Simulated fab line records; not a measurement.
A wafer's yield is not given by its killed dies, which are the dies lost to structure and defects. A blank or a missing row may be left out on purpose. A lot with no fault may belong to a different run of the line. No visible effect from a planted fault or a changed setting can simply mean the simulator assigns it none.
Which tool was responsible? / flow ritCmos / 7 lots with 21 wafers sampled at 2 steps, on a route of 202 steps

== WHAT EACH GAUGE READ, for each wafer ==
RIT_M1_RS_MEAS_01: a four-point-probe measurement.
lot=L660; measured=day 3 14:27; on=filmMetro-02; M1_AL_RS (ohm/sq)=0.0706 0.0707 0.0712
lot=L662; measured=day 4 05:23; on=filmMetro-01; M1_AL_RS (ohm/sq)=0.0711 0.0713 0.0715
lot=L664; measured=day 4 13:14; on=filmMetro-04; M1_AL_RS (ohm/sq)=0.0710 0.0719 0.0717
lot=L668; measured=day 5 11:50; on=filmMetro-01; M1_AL_RS (ohm/sq)=0.0566 0.0719 0.0715
lot=L674; measured=day 6 14:58; on=filmMetro-02; M1_AL_RS (ohm/sq)=0.0709 0.0705 0.0709
lot=L677; measured=day 7 05:06; on=filmMetro-04; M1_AL_RS (ohm/sq)=0.0722 0.0713 0.0723
lot=L681; measured=day 8 00:03; on=filmMetro-04; M1_AL_RS (ohm/sq)=0.0713 0.0702 0.0706

== TOOL THAT RAN EACH LOT (tool first, then ch and the chambers of the sampled wafers, then the start) ==
lot=L660; RIT_M1_SPUTTER_00=pvdSputter-03, day 3 14:07
lot=L662; RIT_M1_SPUTTER_00=pvdSputter-03, day 4 05:05
lot=L664; RIT_M1_SPUTTER_00=pvdSputter-03, day 4 12:54
lot=L668; RIT_M1_SPUTTER_00=pvdSputter-03, day 5 11:31
lot=L674; RIT_M1_SPUTTER_00=pvdSputter-02, day 6 14:41
lot=L677; RIT_M1_SPUTTER_00=pvdSputter-04, day 7 04:49
lot=L681; RIT_M1_SPUTTER_00=pvdSputter-04, day 7 23:46
- RIT_M1_SPUTTER_00: material Al, target thk 400 nm, time 500 s.

== THE ANSWER, worked out from the rows above alone ==
Rule: the usual values come from the lots themselves. The widest of any qualifying gaps counts: lots, ordered by their means at a reading, are off when they make up no more than a third of the lots, leave a main group of 4 or more, and stand apart from it by 3 or more times the standard deviation of that group's means. If all means in a main group match to the digits the tables above print for the reading, that group is not used. A lot without any number at a reading at which 4 lots or more have one is off too. Where the step has rows for the other lots, those lots are counted as sound.
Off: L668, seen at RIT_M1_RS_MEAS_01 (M1_AL_RS). The main group: mean 0.0712 ohm/sq, standard deviation 0.00045.
If a tool, at a process step before that reading, ran all the lots that are off and no sound lot after the first of them, it fits. The gauges at RIT_M1_RS_MEAS_01 are tried like those tools. This does not decide it: 2 tools fit, namely pvdSputter-03 at RIT_M1_SPUTTER_00 and filmMetro-01 at RIT_M1_RS_MEAS_01.

== WHAT HAD BEEN PUT IN BY THE SIMULATOR ==
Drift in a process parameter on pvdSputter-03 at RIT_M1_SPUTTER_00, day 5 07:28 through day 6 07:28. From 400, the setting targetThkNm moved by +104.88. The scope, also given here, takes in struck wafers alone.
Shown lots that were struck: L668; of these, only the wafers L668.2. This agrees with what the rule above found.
